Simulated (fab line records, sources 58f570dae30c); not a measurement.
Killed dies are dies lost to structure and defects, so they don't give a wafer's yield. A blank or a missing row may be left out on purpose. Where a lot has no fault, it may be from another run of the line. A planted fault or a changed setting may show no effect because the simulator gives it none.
Which of the tools did it? ; flow berkeleyCmos170 ; at 1 step of a route of 331, 14 lots with 42 wafers sampled

WHAT THE GAUGES SHOWED, per wafer
The record lacks any reading of a measuring or inspecting step that a usual standard deviation could be used to judge.

WHAT TOOL EACH LOT RAN ON (gives the tool, then ch and the chambers of the sampled wafers, and finally the start)
lot;UCB170_CONTACT_STRIP_19
L764;plasmaAsher-03 ch 0,1, day 6 19:28
L763;plasmaAsher-03 ch 0,1, day 6 19:50
L766;plasmaAsher-03 ch 1, day 7 14:48
L768;plasmaAsher-01 ch 0,1, day 8 01:34
L769;plasmaAsher-02 ch 0,1, day 8 13:01
L771;plasmaAsher-01 ch 1, day 9 03:23
L773;plasmaAsher-03 ch 0,1, day 9 18:39
L775;plasmaAsher-01 ch 0,1, day 9 19:39
L776;plasmaAsher-02 ch 0,1, day 9 20:22
L780;plasmaAsher-03 ch 0,1, day 10 12:21
L779;plasmaAsher-03 ch 0,1, day 10 12:41
L782;plasmaAsher-03 ch 0,1, day 11 09:23
L785;plasmaAsher-01 ch 0,1, day 11 13:04
L786;plasmaAsher-01 ch 0,1, day 11 15:43
- UCB170_CONTACT_STRIP_19: strips in O2.

AS READ BY THE TOOLS THEMSELVES (means over the sampled wafers that have a number; for cases with no such wafer, the mark the record gives instead)
UCB170_CONTACT_STRIP_19.
lot;tool;drypumpMotorCurrentA (A);oesProductAu (a.u.)
L764;plasmaAsher-03;5.9;0.727
L763;plasmaAsher-03;6.1;0.727
L766;plasmaAsher-03;6.4;0.724
L768;plasmaAsher-01;5.8;0.731
L769;plasmaAsher-02;5.8;0.731
L771;plasmaAsher-01;6.3;0.722
L773;plasmaAsher-03;6.1;0.726
L775;plasmaAsher-01;6.0;0.724
L776;plasmaAsher-02;5.8;0.724
L780;plasmaAsher-03;5.9;0.727
L779;plasmaAsher-03;5.8;0.797
L782;plasmaAsher-03;6.1;0.796
L785;plasmaAsher-01;5.8;0.721
L786;plasmaAsher-01;5.8;0.729

THE ANSWER, worked out from the rows above alone
Rule: the usual values come from the lots themselves. Put in order of their means at a reading, lots are off if they are a third of the lots or fewer, leave a main group of 4 or more, and stand apart from it by a gap of 3 or more times the standard deviation of the main group's means; of several such gaps the widest counts. The tables above print the reading to a certain number of digits; a main group whose means all agree to those digits is not used. Also off: a lot with no number at a reading for which 4 or more lots have one. The other lots that the step has rows for count as sound. First the gauges in route order, then the tools' own readings, where a lot's mean is used as printed above. At the first step where some lot is off, the reading lying furthest off is the one used; lots without a number count as furthest.
Off: L779, L782 (UCB170_CONTACT_STRIP_19, oesProductAu). Mean 0.726 a.u. and standard deviation 0.0031 in the main group.
A tool fits if, at that step or a process step before it, it ran every lot that is off, and no sound lot after the first of them. One fits: UCB170_CONTACT_STRIP_19 on plasmaAsher-03. Its last sound lot is L780 (day 10 12:21), its first lot that is off L779 (day 10 12:41): a fault that began between those two fits.
On the lots that are off, the tool's own readings at UCB170_CONTACT_STRIP_19 differ by more than 5 times the standard deviation of the sound lots' means, which bears it out; oesProductAu reads 0.796 a.u. there versus 0.726 a.u. on the sound lots.

WHAT THE SIMULATOR PUT IN
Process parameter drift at UCB170_CONTACT_STRIP_19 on plasmaAsher-03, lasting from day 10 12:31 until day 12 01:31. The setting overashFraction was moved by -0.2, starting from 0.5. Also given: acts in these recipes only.
Struck lots among those shown: L779, L782. The rule above found the same.
